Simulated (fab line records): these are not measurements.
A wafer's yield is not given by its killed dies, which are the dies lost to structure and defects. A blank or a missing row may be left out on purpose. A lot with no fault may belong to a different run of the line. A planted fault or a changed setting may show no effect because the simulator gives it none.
2 desks looking at one fault :: flow berkeley-cmos170 :: numbers are kept per desk, each desk with only its own; the story behind them comes last

TOOL OWNER'S DESK, implanter-03
For each lot that ran on this tool, the mean over its sampled wafers that have a number, from the tool's own readings at UCB170_NWELL_IMPLANT_14. The brackets show how far a lot's mean lies from the usual mean; more than 4 standard deviations puts the lot out of limits, marked OUT.
Columns: A = beam-energy-keV at UCB170_NWELL_IMPLANT_14, usual 150.00; B = tilt-deg at UCB170_NWELL_IMPLANT_14, usual 7.006 degrees
lot: L431
first seen here: day 5 04:04
A: 149.96
B: 7.232 (+13) OUT

lot: L432
first seen here: day 5 09:21
A: 150.00
B: 7.223 (+13) OUT
This desk finds L431, L432 out of limits, L431 being first, at day 5 04:04 (tilt-deg at UCB170_NWELL_IMPLANT_14). In limits: none.

FROM THE METROLOGY DESK
Lot by lot, what the gauges showed, no matter which tool ran the lot: averages of those sampled wafers that carry a number. The brackets show how far a lot's mean lies from the usual mean; more than 4 standard deviations puts the lot out of limits, marked OUT.
Columns: A = NWELL_OXIDE_THK at UCB170_NWELL_THK_MEAS_02, usual 26.4 nm; B = NWELL_OVL at UCB170_NWELL_OVL_MEAS_12, usual -1 nm
lot: L418
first seen here: day 1 23:44
A: 25.7
B: 3

lot: L419
first seen here: day 2 08:02
A: 26.7
B: -1

lot: L420
first seen here: day 2 14:56
A: 25.6
B: -8

lot: L421
first seen here: day 2 18:55
A: 26.4
B: -7

lot: L422
first seen here: day 3 01:31
A: 26.3
B: 0

lot: L431
first seen here: day 4 20:01
A: 26.8
B: -9

lot: L433
first seen here: day 5 02:05
A: 27.3
B: 1

lot: L432
first seen here: day 5 02:05
A: 27.0
B: 2

lot: L435
first seen here: day 5 14:49
A: 26.3
B: 9

lot: L436
first seen here: day 5 21:55
A: 25.8
B: -2

lot: L439
first seen here: day 6 07:10
A: 27.0
B: 1

lot: L438
first seen here: day 6 07:11
A: 25.7
B: 0

lot: L441
first seen here: day 6 16:28
A: 26.4
B: -2
Finding of this desk: none of the 13 lots has anything out of limits.

PUT TOGETHER
The tool owner's desk had the chance to raise an alarm at day 5 04:04 on L431, L432.
Metrology desk: nothing out of limits seen.
The metrology desk holds a record of L431, L432, inside its limits.
Of the lots named, all ran UCB170_NWELL_IMPLANT_14 on implanter-03.

WHAT WAS PUT IN BY THE SIMULATOR
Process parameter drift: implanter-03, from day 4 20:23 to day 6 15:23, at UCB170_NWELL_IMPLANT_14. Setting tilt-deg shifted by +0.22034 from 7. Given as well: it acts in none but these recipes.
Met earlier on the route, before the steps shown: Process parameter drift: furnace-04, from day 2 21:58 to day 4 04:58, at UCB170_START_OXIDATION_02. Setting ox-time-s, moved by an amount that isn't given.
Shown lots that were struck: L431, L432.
Delay in hours, fault start to first out-of-limits reading, by desk: the tool owner's desk at 8.
